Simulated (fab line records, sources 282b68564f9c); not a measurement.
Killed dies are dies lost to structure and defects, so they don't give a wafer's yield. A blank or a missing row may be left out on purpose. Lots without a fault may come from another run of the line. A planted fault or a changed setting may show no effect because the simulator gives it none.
Which tool did it? | flow rit_cmos | 11 lots, 33 wafers sampled, at 5 steps of a route of 202

WHAT THE GAUGES READ, wafer by wafer
The record holds no reading of a measuring or inspecting step that can be judged against a usual standard deviation.

WHICH TOOL RAN EACH LOT (tool, then ch and the chambers of the sampled wafers, then the start)
lot  | RIT_NRETRO_STRIP_09                 | RIT_PRETRO_STRIP_09                 | RIT_GATE_ETCH_19                | RIT_SPACER_ETCHBACK_05            | RIT_M1_PROBE_99
L151 | plasma_asher-01 ch 0,1, day 2 08:47 | plasma_asher-04 ch 0,1, day 2 10:28 | rie_si-01 ch 0,3, day 2 20:40   | rie_diel-02 ch 1,2,3, day 3 08:26 | prober-01, day 3 19:51
L152 | plasma_asher-02 ch 0,1, day 2 16:10 | plasma_asher-01 ch 0,1, day 2 17:52 | rie_si-02 ch 0,2, day 3 00:27   | rie_diel-03 ch 0,2, day 3 10:22   | prober-01, day 3 22:50
L153 | plasma_asher-03 ch 0,1, day 2 17:34 | plasma_asher-03 ch 0,1, day 2 19:07 | rie_si-01 ch 0,1,2, day 3 00:36 | rie_diel-04 ch 0,1,2, day 3 10:22 | prober-02, day 3 21:23
L154 | plasma_asher-03 ch 0,1, day 3 02:44 | plasma_asher-01 ch 0,1, day 3 04:29 | rie_si-02 ch 1,2,3, day 3 10:25 | rie_diel-02 ch 1,3, day 3 19:38   | prober-02, day 4 06:58
L155 | plasma_asher-03 ch 0,1, day 3 07:37 | plasma_asher-03 ch 0,1, day 3 09:10 | rie_si-01 ch 2,3, day 3 15:17   | rie_diel-04 ch 1,2,3, day 4 01:16 | prober-01, day 4 12:07
L156 | plasma_asher-03 ch 0,1, day 3 13:19 | plasma_asher-03 ch 0, day 3 14:52   | rie_si-02 ch 0,3, day 3 20:20   | rie_diel-04 ch 1,3, day 4 05:34   | prober-02, day 4 17:29
L157 | plasma_asher-01 ch 0, day 3 13:26   | plasma_asher-04 ch 0,1, day 3 15:07 | rie_si-01 ch 2,3, day 3 22:45   | rie_diel-03 ch 1,3, day 4 09:26   | prober-01, day 4 20:29
L158 | plasma_asher-01 ch 0,1, day 3 18:53 | plasma_asher-01 ch 0,1, day 3 20:47 | rie_si-02 ch 0,1, day 4 04:55   | rie_diel-02 ch 1,2,3, day 4 14:46 | prober-02, day 5 01:59
L159 | plasma_asher-01 ch 0,1, day 4 00:34 | plasma_asher-01 ch 0,1, day 4 02:14 | rie_si-01 ch 1,2,3, day 4 08:51 | rie_diel-02 ch 0,1,2, day 4 20:11 | prober-01, day 5 07:52
L164 | plasma_asher-01 ch 0,1, day 5 01:17 | plasma_asher-03 ch 0,1, day 5 02:50 | rie_si-02 ch 0,1,2, day 5 09:14 | rie_diel-03 ch 1,2,3, day 5 19:18 | prober-01, day 6 06:31
L172 | plasma_asher-01 ch 0, day 6 16:47   | plasma_asher-01 ch 1, day 6 18:27   | rie_si-02 ch 0,2,3, day 7 02:04 | rie_diel-04 ch 0,1,3, day 7 12:04 | prober-01, day 7 23:13
- RIT_NRETRO_STRIP_09: strips in O2, time 180 s.
- RIT_PRETRO_STRIP_09: strips in O2, time 180 s.
- RIT_GATE_ETCH_19: etches poly-Si in SF6/CHF3/O2, stops on SiO2, time 165 s, target depth 312.5 nm.
- RIT_SPACER_ETCHBACK_05: etches Si3N4 in SF6/CHF3, stops on SiO2, target depth 250 nm, time 240 s.
- RIT_M1_PROBE_99

WHAT THE TOOLS THEMSELVES READ (means of the sampled wafers that have a number; where no wafer has one, the mark that the record gives instead)
RIT_NRETRO_STRIP_09.
lot  | tool            | drypump_motor_current_A (A)
L151 | plasma_asher-01 | 5.6
L152 | plasma_asher-02 | 5.8
L153 | plasma_asher-03 | 5.2
L154 | plasma_asher-03 | 5.0
L155 | plasma_asher-03 | 5.2
L156 | plasma_asher-03 | 5.2
L157 | plasma_asher-01 | 5.7
L158 | plasma_asher-01 | 5.5
L159 | plasma_asher-01 | 5.6
L164 | plasma_asher-01 | 5.5
L172 | plasma_asher-01 | 5.7

RIT_PRETRO_STRIP_09.
lot  | tool            | drypump_motor_current_A (A)
L151 | plasma_asher-04 | 5.9
L152 | plasma_asher-01 | 5.6
L153 | plasma_asher-03 | 5.0
L154 | plasma_asher-01 | 5.6
L155 | plasma_asher-03 | 5.2
L156 | plasma_asher-03 | 4.8
L157 | plasma_asher-04 | 6.1
L158 | plasma_asher-01 | 5.6
L159 | plasma_asher-01 | 5.6
L164 | plasma_asher-03 | 5.2
L172 | plasma_asher-01 | 5.3

RIT_GATE_ETCH_19.
lot  | tool      | drypump_motor_current_A (A) | oes_product_au (a.u.) | throttle_valve_pct (%)
L151 | rie_si-01 | 6.1                         | 0.845                 | 10.15
L152 | rie_si-02 | 5.1                         | 0.861                 | 10.39
L153 | rie_si-01 | 5.3                         | 0.841                 | 10.26
L154 | rie_si-02 | 5.8                         | 0.851                 | 10.29
L155 | rie_si-01 | 6.0                         | 0.854                 | 10.10
L156 | rie_si-02 | 5.2                         | 0.854                 | 10.44
L157 | rie_si-01 | 6.0                         | 0.865                 | 10.10
L158 | rie_si-02 | 5.5                         | 0.854                 | 10.38
L159 | rie_si-01 | 5.9                         | 0.844                 | 10.15
L164 | rie_si-02 | 5.4                         | 0.849                 | 10.33
L172 | rie_si-02 | 5.5                         | 0.840                 | 10.35

RIT_SPACER_ETCHBACK_05.
lot  | tool        | drypump_motor_current_A (A) | oes_product_au (a.u.) | throttle_valve_pct (%)
L151 | rie_diel-02 | 5.5                         | 0.840                 | 10.31
L152 | rie_diel-03 | 5.6                         | 0.852                 | 10.08
L153 | rie_diel-04 | 6.2                         | 0.827                 | 10.24
L154 | rie_diel-02 | 5.7                         | 0.864                 | 10.37
L155 | rie_diel-04 | 6.0                         | 0.850                 | 10.22
L156 | rie_diel-04 | 5.7                         | 0.847                 | 10.27
L157 | rie_diel-03 | 6.3                         | 0.838                 | 10.16
L158 | rie_diel-02 | 5.5                         | 0.854                 | 10.33
L159 | rie_diel-02 | 5.6                         | 0.843                 | 10.36
L164 | rie_diel-03 | 6.0                         | 0.816                 | 10.10
L172 | rie_diel-04 | 5.9                         | 0.835                 | 10.30

RIT_M1_PROBE_99.
lot  | tool      | killed_at_contacts | killed_at_front_end | killed_dies | killed_on_rim | killed_open | killed_short
L151 | prober-01 | 0.0                | 5.3                 | 5.3         | 1.7           | 2.0         | 3
L152 | prober-01 | 0.0                | 4.3                 | 4.3         | 0.7           | 1.7         | 3
L153 | prober-02 | 0.0                | 7.7                 | 7.7         | 3.0           | 3.3         | 4
L154 | prober-02 | 0.0                | 6.3                 | 6.3         | 1.7           | 3.3         | 3
L155 | prober-01 | 0.0                | 4.3                 | 4.3         | 1.0           | 2.7         | 2
L156 | prober-02 | 0.0                | 3.0                 | 3.0         | 0.0           | 1.3         | 2
L157 | prober-01 | 0.0                | 5.0                 | 5.0         | 1.0           | 2.3         | 3
L158 | prober-02 | 0.0                | 9.3                 | 9.3         | 2.7           | 5.7         | 4
L159 | prober-01 | 0.0                | 6.0                 | 6.0         | 1.7           | 4.3         | 2
L164 | prober-01 | 0.7                | 92.3                | 93.0        | 24.7          | 3.3         | 4
L172 | prober-01 | 0.3                | 6.7                 | 7.0         | 2.0           | 2.7         | 4

THE ANSWER, worked out from the rows above alone
Rule: what is usual is taken from the lots themselves. Put in order of their means at a reading, lots are off if they are a third of the lots or fewer, leave a main group of 4 or more, and stand apart from it by a gap of 3 or more times the standard deviation of the main group's means; of several such gaps the widest counts. A main group whose means are all the same, to the digits that the tables above print for the reading, isn't used. A lot without any number at a reading at which 4 lots or more have one is off too. The other lots that the step has rows for count as sound. The gauges are gone through in route order, then the tools' own readings, and for those a lot's mean is taken as printed above. The first step at which some lot is off is used, and at that step the reading that is off furthest; a lot without a number counts as furthest.
Off: L164, at RIT_M1_PROBE_99 (killed_at_front_end). The main group: mean 5.8, standard deviation 1.7.
A tool fits if, at that step or a process step before it, it ran every lot that is off, and no sound lot after the first of them. Can't be told from this: 2 tools fit, plasma_asher-03 at RIT_PRETRO_STRIP_09, rie_diel-03 at RIT_SPACER_ETCHBACK_05.

WHAT THE SIMULATOR HAD PUT IN
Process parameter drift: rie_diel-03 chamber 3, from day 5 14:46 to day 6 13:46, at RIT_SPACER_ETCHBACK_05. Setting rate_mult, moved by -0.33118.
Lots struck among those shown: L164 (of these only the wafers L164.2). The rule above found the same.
